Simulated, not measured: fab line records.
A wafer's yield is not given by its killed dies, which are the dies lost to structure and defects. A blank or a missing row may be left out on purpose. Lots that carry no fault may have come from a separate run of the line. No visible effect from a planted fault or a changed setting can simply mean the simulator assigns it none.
fab line records	flow rit_cmos
record: lots: 13	wafers: 39	last_day: 8
route steps=202 shown PRETRO@70 GATE@92 M1@202
lots that met no fault: taken from a fault-free run of the same line
start_h: hours from the record's opening day to when the first of the lot's shown wafers began	wait_h: hours elapsed since this lot's preceding step	" identical to the entry in the row above	L1.1+2: one row covering several wafers at once	- value missing, or start not given	* or withheld: withheld	< > ~ a bound
route shown NAME@n: a module of which the file shows steps, and the number in the route of the first	usual: average and standard deviation across the fault-free wafers	same: alike in all rows	chamber/n: place in a boat	sites: each site's reading	_std_site: their standard deviation	_edge_site: the outer-site mean with the inner-site mean subtracted	radius_mm: for every site, how far away it sits from the centre of the wafer	mask NAME#n: copy n	behind: the most recent tool/chamber to have shaped the wafer	hold: reason for holding the lot/hours on hold/outcome of the hold	device: the transistor (n, p or np) that didn't switch	end of line: the route-end tests of the same wafers	step lacking rows: just its recipe	killed: the dies lost at the first sort to structure and to defects; this is not the yield of the wafer	map: dies across one wafer; x = killed, . = not, _ = none there
set.NAME: the setting that was run; set.NAME@STEP: the one run at that earlier step	model.NAME: the simulator's own value behind a step, which no gauge read
steps of the route over a sample of lots; a table a step, a row a wafer
services: when a tool's chamber went out of use (start_h, in hours from the record's first day, below 0 if earlier), for how many hours, and the reason
== steps ==
step: RIT_PRETRO_OVL_MEAS_06
usual: PRETRO_OVL: 0.1/1.3
lot.wafer	tool	chamber	start_h	wait_h	PRETRO_OVL[nm]
L787.2	overlay-02	-	34.81	-	0.7
L787.4	"	-	"	"	-0.3
L787.6	"	-	"	"	0.0
L789.3	overlay-01	-	43.18	-	1.5
L789.4	"	-	"	"	-0.1
L789.5	"	-	"	"	1.4
L790.2	overlay-02	-	54.11	-	-0.8
L790.3	"	-	"	"	1.4
L790.6	"	-	"	"	-0.3
L791.4	overlay-02	-	59.30	-	-0.5
L791.5	"	-	"	"	1.4
L791.6	"	-	"	"	2.0
L798.1	overlay-02	-	87.94	-	-1.5
L798.2	"	-	"	"	-0.1
L798.5	"	-	"	"	-1.6
L801.2	overlay-02	-	102.07	-	-0.5
L801.3	"	-	"	"	2.1
L801.4	"	-	"	"	0.1
L802.2	overlay-01	-	107.85	-	1.4
L802.4	"	-	"	"	-0.1
L802.6	"	-	"	"	2.5
L803.1	overlay-02	-	114.72	-	1.8
L803.4	"	-	"	"	2.6
L803.5	"	-	"	"	2.1
L805.1	overlay-01	-	122.12	-	0.4
L805.2	"	-	"	"	0.7
L805.5	"	-	"	"	2.2
L806.3	overlay-01	-	129.72	-	-0.6
L806.4	"	-	"	"	-0.2
L806.6	"	-	"	"	1.4
L807.3	overlay-02	-	136.93	-	0.8
L807.4	"	-	"	"	-0.3
L807.6	"	-	"	"	0.6
L808.1	overlay-02	-	140.28	-	0.9
L808.2	"	-	"	"	0.4
L808.6	"	-	"	"	1.8
L810.3	overlay-01	-	153.72	-	0.1
L810.5	"	-	"	"	-1.4
L810.6	"	-	"	"	-0.5
step: RIT_GATE_CD_MEAS_16
recipe: target_cd_nm: 150
usual: cd_nm: 149/3.4
lot.wafer	tool	chamber	start_h	wait_h	cd_nm
L787.2	cd_sem-01	-	46.54	-	155
L787.4	"	-	"	"	151
L787.6	"	-	"	"	151
L789.3	cd_sem-01	-	48.80	-	146
L789.4	"	-	"	"	148
L789.5	"	-	"	"	146
L790.2	cd_sem-01	-	62.80	-	151
L790.3	"	-	"	"	147
L790.6	"	-	"	"	149
L791.4	cd_sem-01	-	68.21	-	150
L791.5	"	-	"	"	151
L791.6	"	-	"	"	149
L798.1	cd_sem-02	-	96.26	-	143
L798.2	"	-	"	"	144
L798.5	"	-	"	"	143
L801.2	cd_sem-02	-	108.06	-	154
L801.3	"	-	"	"	155
L801.4	"	-	"	"	155
L802.2	cd_sem-02	-	117.94	-	148
L802.4	"	-	"	"	146
L802.6	"	-	"	"	143
L803.1	cd_sem-01	-	120.14	-	149
L803.4	"	-	"	"	150
L803.5	"	-	"	"	151
L805.1	cd_sem-02	-	133.17	-	144
L805.2	"	-	"	"	145
L805.5	"	-	"	"	145
L806.3	cd_sem-01	-	137.20	-	146
L806.4	"	-	"	"	147
L806.6	"	-	"	"	147
L807.3	cd_sem-02	-	147.63	-	153
L807.4	"	-	"	"	152
L807.6	"	-	"	"	151
L808.1	cd_sem-02	-	152.76	-	150
L808.2	"	-	"	"	149
L808.6	"	-	"	"	148
L810.3	cd_sem-02	-	164.60	-	141
L810.5	"	-	"	"	144
L810.6	"	-	"	"	144
step: RIT_GATE_OVL_MEAS_17
usual: GATE_OVL: -0.4/1.5
lot.wafer	tool	chamber	start_h	wait_h	GATE_OVL[nm]
L787.2	overlay-01	-	46.64	0.1	-1.5
L787.4	"	-	"	"	-3.2
L787.6	"	-	"	"	-1.9
L789.3	overlay-02	-	48.89	0.1	0.1
L789.4	"	-	"	"	0.5
L789.5	"	-	"	"	1.9
L790.2	overlay-02	-	62.90	0.1	3.2
L790.3	"	-	"	"	0.5
L790.6	"	-	"	"	0.8
L791.4	overlay-01	-	68.28	0.1	-0.2
L791.5	"	-	"	"	1.6
L791.6	"	-	"	"	-0.2
L798.1	overlay-01	-	96.38	0.1	-1.4
L798.2	"	-	"	"	-1.1
L798.5	"	-	"	"	-1.6
L801.2	overlay-02	-	108.17	0.1	-0.3
L801.3	"	-	"	"	-1.5
L801.4	"	-	"	"	-0.2
L802.2	overlay-02	-	118.04	0.1	0.2
L802.4	"	-	"	"	-0.1
L802.6	"	-	"	"	1.1
L803.1	overlay-02	-	120.26	0.1	1.1
L803.4	"	-	"	"	0.5
L803.5	"	-	"	"	0.3
L805.1	overlay-01	-	133.29	0.1	3.2
L805.2	"	-	"	"	3.8
L805.5	"	-	"	"	4.5
L806.3	overlay-01	-	137.29	0.1	0.9
L806.4	"	-	"	"	0.1
L806.6	"	-	"	"	-1.0
L807.3	overlay-01	-	147.72	0.1	0.3
L807.4	"	-	"	"	-0.3
L807.6	"	-	"	"	0.8
L808.1	overlay-01	-	152.88	0.1	-1.6
L808.2	"	-	"	"	-1.8
L808.6	"	-	"	"	-0.8
L810.3	overlay-02	-	164.70	0.1	0.2
L810.5	"	-	"	"	0.7
L810.6	"	-	"	"	2.0
step: RIT_GATE_ETCH_19
recipe: chemistry: SF6/CHF3/O2	time_s: 165	SF6_flow_sccm: 30	CHF3_flow_sccm: 30	O2_flow_sccm: 5	target: poly-Si	pressure_mtorr: 40	rf_w: 160	target_depth_a: 3125	over_etch_frac: 0.25	stop_on: SiO2
usual: chamber_pressure_mTorr: 40.00/0.038	drypump_motor_current_A: 5.89/0.3	oes_product_au: 0.852/0.014	rf_fwd_power_W: 159.4/0.48	throttle_valve_pct: 10.28/0.12
lot.wafer	tool	chamber	start_h	wait_h	chamber_pressure_mTorr	drypump_motor_current_A	oes_product_au	rf_fwd_power_W	rf_hours_counter_h	throttle_valve_pct
L787.2	rie_si-02	0	46.82	0.1	40.07	5.85	0.841	159.6	115	10.07
L787.4	"	2	"	"	40.02	6.03	0.865	159.0	27	10.11
L787.6	"	2	"	"	40.01	6.01	0.857	158.8	-	10.11
L789.3	rie_si-02	2	49.07	0.1	39.99	6.03	0.867	159.8	27	10.13
L789.4	"	1	"	"	39.98	5.57	0.855	159.4	2	10.44
L789.5	"	3	"	"	40.01	6.20	0.863	159.4	-	10.38
L790.2	rie_si-01	3	63.08	0.1	40.01	5.85	0.843	159.3	2	10.33
L790.3	"	2	"	"	40.02	6.31	0.851	159.6	63	10.31
L790.6	"	2	"	"	40.07	6.28	0.874	159.0	-	10.30
L791.4	rie_si-02	0	68.45	0.1	39.99	5.87	0.854	160.5	115	10.08
L791.5	"	2	"	"	40.03	5.97	0.848	159.3	-	10.13
L791.6	"	3	"	"	39.96	6.22	0.857	159.1	-	10.36
L798.1	rie_si-01	3	96.57	0.1	39.99	5.82	0.842	159.7	2	10.32
L798.2	"	0	"	"	39.92	5.34	0.841	159.2	142	10.42
L798.5	"	3	"	"	40.06	5.87	0.863	158.9	-	10.34
L801.2	rie_si-02	1	108.44	0.1	40.01	5.55	0.862	159.8	2	10.45
L801.3	"	0	"	"	40.00	5.86	0.862	159.6	116	10.07
L801.4	"	3	"	"	40.02	6.21	0.875	158.1	42	10.38
L802.2	rie_si-01	3	118.22	0.1	39.97	5.80	0.847	159.4	2	10.32
L802.4	"	1	"	"	39.98	5.84	0.856	159.3	139	10.20
L802.6	"	3	"	"	40.07	5.83	0.846	159.2	-	10.33
L803.1	rie_si-02	1	120.45	0.1	40.05	5.55	0.849	159.4	2	10.45
L803.4	"	0	"	"	39.98	5.87	0.846	159.0	116	10.08
L803.5	"	3	"	"	40.02	6.22	0.849	159.2	-	10.38
L805.1	rie_si-02	3	133.47	0.1	39.92	6.24	0.857	159.0	42	10.38
L805.2	"	2	"	"	40.02	5.99	0.867	159.8	27	10.11
L805.5	"	2	"	"	39.97	6.00	0.876	160.2	-	10.14
L806.3	rie_si-01	1	137.46	0.1	39.98	5.81	0.856	160.3	140	10.19
L806.4	"	3	"	"	40.05	5.83	0.853	158.8	3	10.34
L806.6	"	0	"	"	40.04	5.31	0.824	158.6	-	10.39
L807.3	rie_si-02	1	147.89	0.1	39.97	5.58	0.809	159.6	2	10.45
L807.4	"	0	"	"	40.06	5.88	0.848	158.6	116	10.08
L807.6	"	1	"	"	39.97	5.56	0.807	159.3	-	10.44
L808.1	rie_si-01	3	153.06	0.1	39.99	5.85	0.857	159.6	3	10.33
L808.2	"	2	"	"	39.94	6.31	0.868	159.8	64	10.30
L808.6	"	2	"	"	40.04	6.33	0.875	159.5	-	10.30
L810.3	rie_si-01	3	164.87	0.1	40.04	5.85	0.847	159.1	3	10.34
L810.5	"	2	"	"	39.98	6.31	0.857	159.1	-	10.30
L810.6	"	0	"	"	39.98	5.30	0.847	159.3	-	10.33
step: RIT_M1_PROBE_99
usual: killed_at_M0_to_M3: 0.0/0.2	killed_at_contacts: 0.1/0.31	killed_at_front_end: 7/3	killed_dies: 7/3	killed_on_rim: 2.0/1.3	killed_open: 3.8/2.1	killed_short: 3.6/1.9
same: gross_dies: 264	killed_at_M4_up: 0	killed_at_back_side: 0	killed_at_other: 0
lot.wafer	tool	chamber	start_h	wait_h	killed_at_M0_to_M3	killed_at_contacts	killed_at_front_end	killed_dies	killed_on_rim	killed_open	killed_short
L787.2	prober-01	-	67.91	0.1	0	0	4	4	0	1	3
L787.4	prober-01	-	68.01	0.2	1	0	5	6	2	3	3
L787.6	prober-01	-	68.11	0.2	0	0	9	9	1	6	3
L789.3	prober-01	-	71.29	0.2	0	0	7	7	1	4	3
L789.4	prober-01	-	71.34	0.2	0	0	6	6	2	4	2
L789.5	prober-01	-	71.39	0.2	0	0	5	5	2	2	3
L790.2	prober-02	-	84.18	0.1	0	0	11	11	3	5	6
L790.3	prober-02	-	84.23	0.2	0	1	8	9	2	6	3
L790.6	prober-02	-	84.38	0.2	0	0	10	10	2	8	2
L791.4	prober-01	-	89.37	0.2	0	0	10	10	1	5	5
L791.5	prober-01	-	89.42	0.2	0	0	11	11	3	3	6
L791.6	prober-01	-	89.47	0.2	0	0	9	9	1	7	2
L798.1	prober-02	-	116.88	0.1	0	0	10	10	4	5	5
L798.2	prober-02	-	116.93	0.1	0	0	2	2	1	1	1
L798.5	prober-02	-	117.08	0.2	0	1	8	9	1	4	5
L801.2	prober-01	-	129.27	0.1	0	0	13	13	4	7	6
L801.3	prober-01	-	129.32	0.2	0	0	7	7	1	5	2
L801.4	prober-01	-	129.37	0.2	0	0	12	12	4	5	7
L802.2	prober-02	-	139.06	0.1	0	1	3	4	1	2	2
L802.4	prober-02	-	139.16	0.2	0	0	7	7	4	4	3
L802.6	prober-02	-	139.26	0.2	0	1	4	5	0	5	0
L803.1	prober-01	-	142.72	0.1	0	0	14	14	3	5	9
L803.4	prober-01	-	142.87	0.2	0	1	8	9	2	5	4
L803.5	prober-01	-	142.92	0.2	0	0	8	8	3	5	3
L805.1	prober-01	-	155.43	0.1	0	0	10	10	2	4	6
L805.2	prober-01	-	155.48	0.1	0	0	8	8	1	4	4
L805.5	prober-01	-	155.63	0.2	0	0	14	14	7	8	6
L806.3	prober-02	-	160.44	0.2	0	0	6	6	2	3	3
L806.4	prober-02	-	160.49	0.2	0	0	6	6	1	3	3
L806.6	prober-02	-	160.59	0.2	0	0	3	3	2	2	1
L807.3	prober-01	-	170.43	0.2	0	0	264	264	70	2	2
L807.4	prober-01	-	170.48	0.2	0	0	10	10	3	9	1
L807.6	prober-01	-	170.58	0.2	0	0	264	264	70	5	2
L808.1	prober-02	-	176.50	0.1	0	0	2	2	0	1	1
L808.2	prober-02	-	176.55	0.1	0	0	7	7	3	4	3
L808.6	prober-02	-	176.75	0.2	0	0	7	7	3	1	6
L810.3	prober-01	-	187.29	0.2	0	0	2	2	0	1	1
L810.5	prober-01	-	187.39	0.2	0	0	10	10	3	5	5
L810.6	prober-01	-	187.44	0.2	0	0	5	5	2	1	4
killed by level:class
L787.2 GATE:geometric_particle:short=2 REOX:geometric_particle:open=1 SPACER:geometric_particle:short=1
L787.4 GATE:geometric_particle:short=2 GATE:geometric_particle:open=2 SPACER:geometric_particle:open=1 M1:geometric_particle:short=1
L787.6 SILICIDE:geometric_particle:open=3 GATE:geometric_particle:open=1 GATE:geometric_particle:short=1 REOX:geometric_particle:open=1 SPACER:geometric_particle:short=1 SPACER:geometric_particle:open=1 SILICIDE:geometric_particle:short=1
L789.3 GATE:geometric_particle:open=3 GATE:geometric_particle:short=2 FOX1:geometric_particle:open=1 FOX1:geometric_particle:short=1
L789.4 FOX1:geometric_particle:open=2 GATE:geometric_particle:open=1 GATE:geometric_particle:short=1 REOX:geometric_particle:short=1 SPACER:geometric_particle:open=1
L789.5 GATE:geometric_particle:short=2 GATE:geometric_particle:open=1 SPACER:geometric_particle:open=1 SILICIDE:geometric_particle:short=1
L790.2 FOX2:geometric_particle:short=2 GATE:geometric_particle:open=2 REOX:geometric_particle:short=2 FOX1:geometric_particle:short=1 FOX2:geometric_particle:open=1 REOX:geometric_particle:open=1 SPACER:geometric_particle:open=1 SILICIDE:geometric_particle:short=1
L790.3 GATE:geometric_particle:open=4 SILICIDE:geometric_particle:open=1 FOX2:geometric_particle:short=1 REOX:geometric_particle:short=1 SPACER:geometric_particle:open=1 CONTACT:geometric_particle:short=1
L790.6 GATE:geometric_particle:open=3 SPACER:geometric_particle:open=3 REOX:geometric_particle:open=2 FOX1:geometric_particle:short=1 GATE:geometric_particle:short=1
L791.4 GATE:geometric_particle:open=3 GATE:geometric_particle:short=3 SPACER:geometric_particle:short=2 FOX1:geometric_particle:open=1 SPACER:geometric_particle:open=1
L791.5 FOX1:geometric_particle:open=3 GATE:geometric_particle:short=2 PRETRO:coat_microbubble_printed=2 FOX1:geometric_particle:short=1 REOX:geometric_particle:short=1 SPACER:geometric_particle:short=1 SILICIDE:geometric_particle:short=1
L791.6 GATE:geometric_particle:open=3 GATE:geometric_particle:short=2 FOX1:geometric_particle:open=1 REOX:geometric_particle:open=1 SPACER:geometric_particle:open=1 SILICIDE:geometric_particle:open=1
L798.1 GATE:geometric_particle:short=3 FOX2:geometric_particle:open=2 GATE:geometric_particle:open=2 SPACER:geometric_particle:short=2 FOX1:geometric_particle:open=1
L798.2 FOX2:geometric_particle:short=1 SILICIDE:geometric_particle:open=1
L798.5 FOX1:geometric_particle:open=2 FOX2:geometric_particle:short=2 FOX1:geometric_particle:short=1 GATE:geometric_particle:short=1 REOX:geometric_particle:open=1 SILICIDE:geometric_particle:open=1 CONTACT:geometric_particle:short=1
L801.2 GATE:geometric_particle:short=4 REOX:geometric_particle:open=4 GATE:geometric_particle:open=2 REOX:geometric_particle:short=2 SILICIDE:geometric_particle:open=1
L801.3 GATE:geometric_particle:open=3 GATE:geometric_particle:short=2 FOX1:geometric_particle:open=1 REOX:geometric_particle:open=1
L801.4 GATE:geometric_particle:short=4 GATE:geometric_particle:open=3 FOX1:geometric_particle:short=2 REOX:geometric_particle:open=1 SPACER:geometric_particle:open=1 SPACER:geometric_particle:short=1
L802.2 FOX1:geometric_particle:short=1 GATE:geometric_particle:open=1 SILICIDE:geometric_particle:open=1 CONTACT:geometric_particle:short=1
L802.4 GATE:geometric_particle:open=2 FOX1:geometric_particle:open=1 FOX2:geometric_particle:short=1 GATE:geometric_particle:short=1 REOX:geometric_particle:short=1 SPACER:geometric_particle:open=1
L802.6 FOX2:geometric_particle:open=2 GATE:geometric_particle:open=1 SPACER:geometric_particle:open=1 CONTACT:geometric_particle:open=1
L803.1 SPACER:geometric_particle:short=4 SPACER:geometric_particle:open=3 SILICIDE:geometric_particle:short=2 FOX1:geometric_particle:open=1 FOX1:geometric_particle:short=1 FOX2:geometric_particle:short=1 GATE:geometric_particle:open=1 REOX:geometric_particle:short=1
L803.4 SPACER:geometric_particle:open=2 FOX1:geometric_particle:short=1 FOX2:geometric_particle:open=1 FOX2:geometric_particle:short=1 GATE:geometric_particle:short=1 REOX:geometric_particle:open=1 SILICIDE:geometric_particle:short=1 CONTACT:geometric_particle:open=1
L803.5 GATE:geometric_particle:open=2 SPACER:geometric_particle:short=2 SILICIDE:geometric_particle:open=2 FOX1:geometric_particle:open=1 FOX1:geometric_particle:short=1
L805.1 GATE:geometric_particle:short=4 GATE:geometric_particle:open=2 REOX:geometric_particle:open=2 FOX2:geometric_particle:short=1 REOX:geometric_particle:short=1
L805.2 FOX2:geometric_particle:short=2 REOX:geometric_particle:short=2 FOX1:geometric_particle:open=1 FOX2:geometric_particle:open=1 REOX:geometric_particle:open=1 SILICIDE:geometric_particle:open=1
L805.5 REOX:geometric_particle:open=4 FOX2:geometric_particle:short=2 GATE:geometric_particle:open=2 GATE:geometric_particle:short=2 REOX:geometric_particle:short=2 FOX2:geometric_particle:open=1 SILICIDE:geometric_particle:open=1
L806.3 SILICIDE:geometric_particle:open=2 SILICIDE:geometric_particle:short=2 REOX:geometric_particle:short=1 SPACER:geometric_particle:open=1
L806.4 GATE:geometric_particle:open=2 GATE:geometric_particle:short=2 FOX1:geometric_particle:open=1 FOX1:geometric_particle:short=1
L806.6 SPACER:geometric_particle:open=2 SPACER:geometric_particle:short=1
L807.3 GATE:area_etch=260 FOX2:geometric_particle:short=1 GATE:geometric_particle:open=1 SILICIDE:geometric_particle:open=1 SILICIDE:geometric_particle:short=1
L807.4 GATE:geometric_particle:open=4 SILICIDE:geometric_particle:open=3 REOX:geometric_particle:open=2 GATE:geometric_particle:short=1
L807.6 GATE:area_etch=257 GATE:geometric_particle:open=4 GATE:geometric_particle:short=1 SPACER:geometric_particle:short=1 SPACER:geometric_particle:open=1
L808.1 GATE:geometric_particle:open=1 GATE:geometric_particle:short=1
L808.2 GATE:geometric_particle:open=3 REOX:geometric_particle:short=2 GATE:geometric_particle:short=1 REOX:geometric_particle:open=1
L808.6 GATE:geometric_particle:short=3 FOX1:geometric_particle:short=1 FOX2:geometric_particle:short=1 GATE:geometric_particle:open=1 SILICIDE:geometric_particle:short=1
L810.3 REOX:geometric_particle:short=1 SPACER:geometric_particle:open=1
L810.5 GATE:geometric_particle:open=2 FOX1:geometric_particle:open=1 FOX1:geometric_particle:short=1 GATE:geometric_particle:short=1 REOX:geometric_particle:short=1 REOX:geometric_particle:open=1 SPACER:geometric_particle:short=1 SPACER:geometric_particle:open=1
L810.6 GATE:geometric_particle:short=2 GATE:geometric_particle:open=1 SPACER:geometric_particle:short=1 SILICIDE:geometric_particle:short=1
== services ==
tool	chamber	start_h	hours	kind
rie_si-02	-	97.31	0.2	repair
rie_si-01	0	104.22	7.6	repair
rie_si-01	0	145.50	-	clean
rie_si-01	0	145.50	18.2	scheduled_down
rie_si-01	0	145.50	18.2	vent_cycle
rie_si-01	-	163.52	0.4	repair
rie_si-01	1	163.93	-	clean
rie_si-01	1	163.93	16.1	scheduled_down
rie_si-01	1	163.93	16.1	vent_cycle
== key ==
first_sign: step: RIT_GATE_ETCH_19	reading: oes_product_au	direction: down	sigmas: 3.1	usual: 0.852	struck: 0.808
effect: step: RIT_M1_PROBE_99	reading: killed_at_front_end	direction: up	sigmas: 85	usual: 7	struck: 264
more_kills_born_at: RIT_GATE_ETCH_19@rie_si-02: 517
met_at RIT_GATE_ETCH_19
struck_lots L807
struck_wafers L807.3,L807.6
later_rows_left_out L807.3,L807.6
tester_left_out L807
not_acting_at RIT_PRETRO_OVL_MEAS_06,RIT_GATE_CD_MEAS_16,RIT_GATE_OVL_MEAS_17
onset_between 120.45 147.89
fault: kind: process_parameter_drift	tool: rie_si-02	chamber: 1	onset_h: 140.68	steps: RIT_GATE_ETCH_19	channel: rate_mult	offset: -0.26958	shape: step	end_h: 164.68
tester_left_out: of these lots the tester's yield and bins aren't shown, on N5 and GAA mostly nor the transistor test; their killed dies are dies lost to structure and defects alone, not to doping, threshold or leakage, so they don't give the yield
later_rows_left_out: the simulator's readings of these wafers behind a module that went badly wrong aren't trusted and aren't shown, but for the sort
